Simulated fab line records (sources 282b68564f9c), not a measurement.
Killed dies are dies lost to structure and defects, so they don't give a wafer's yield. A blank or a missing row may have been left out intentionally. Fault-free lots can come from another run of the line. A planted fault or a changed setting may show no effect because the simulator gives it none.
The tool behind it: which one?    flow rit-cmos    14 lots, 42 wafers sampled, at 2 steps of a route of 202

== WHAT THE GAUGES READ, wafer by wafer ==
The record holds no reading of a measuring or inspecting step that can be judged against a usual standard deviation.

== TOOL THAT RAN EACH LOT (tool first, then ch and the chambers of the sampled wafers, then the start) ==
lot   RIT_SILICIDE_WET_ETCH_05        RIT_M1_PROBE_99
L401  wet-bench-01 ch 3, day 3 13:38  -
L402  wet-bench-01 ch 2, day 3 19:14  -
L403  wet-bench-01 ch 2, day 3 23:01  -
L404  wet-bench-04 ch 1, day 4 01:44  -
L405  wet-bench-01 ch 3, day 4 08:17  -
L406  wet-bench-04 ch 2, day 4 19:04  -
L407  wet-bench-01 ch 1, day 5 03:02  -
L408  wet-bench-03 ch 2, day 5 03:17  -
L409  wet-bench-04 ch 2, day 5 07:53  -
L410  wet-bench-01 ch 2, day 5 15:11  -
L417  wet-bench-04 ch 0, day 7 15:11  prober-02, day 7 22:36
L419  wet-bench-04 ch 3, day 7 15:40  prober-01, day 8 00:06
L423  wet-bench-01 ch 0, day 8 04:40  -
L424  wet-bench-01 ch 2, day 8 07:25  -
- RIT_SILICIDE_WET_ETCH_05: etches Ti in SPM, time 120 s.
- RIT_M1_PROBE_99

== AS READ BY THE TOOLS THEMSELVES (means over the sampled wafers that have a number; for cases with no such wafer, the mark the record gives instead) ==
RIT_M1_PROBE_99.
lot   tool       killed-at-contacts  killed-at-front-end  killed-dies  killed-on-rim  killed-open  killed-short
L417  prober-02  0.0                 27.7                 27.7         6.7            2.0          2.0
L419  prober-01  0.0                 19.3                 19.3         8.7            2.7          2.7

== THE ANSWER, worked out from the rows above alone ==
Rule: the usual values come from the lots themselves. The widest of any qualifying gaps counts: lots, ordered by their means at a reading, are off when they make up no more than a third of the lots, leave a main group of 4 or more, and stand apart from it by 3 or more times the standard deviation of that group's means. A main group whose means are all the same, to the digits that the tables above print for the reading, isn't used. Also off: a lot with no number at a reading for which 4 or more lots have one. Where the step has rows for the other lots, those lots are counted as sound. After the gauges, taken in route order, come the tools' own readings; for these a lot's mean is taken, as printed above. The first step at which some lot is off is used, and at that step the reading that is off furthest; a lot without a number counts as furthest.
Nothing can be told from this: no lot is off at any reading shown.

== WHAT THE SIMULATOR HAD PUT IN ==
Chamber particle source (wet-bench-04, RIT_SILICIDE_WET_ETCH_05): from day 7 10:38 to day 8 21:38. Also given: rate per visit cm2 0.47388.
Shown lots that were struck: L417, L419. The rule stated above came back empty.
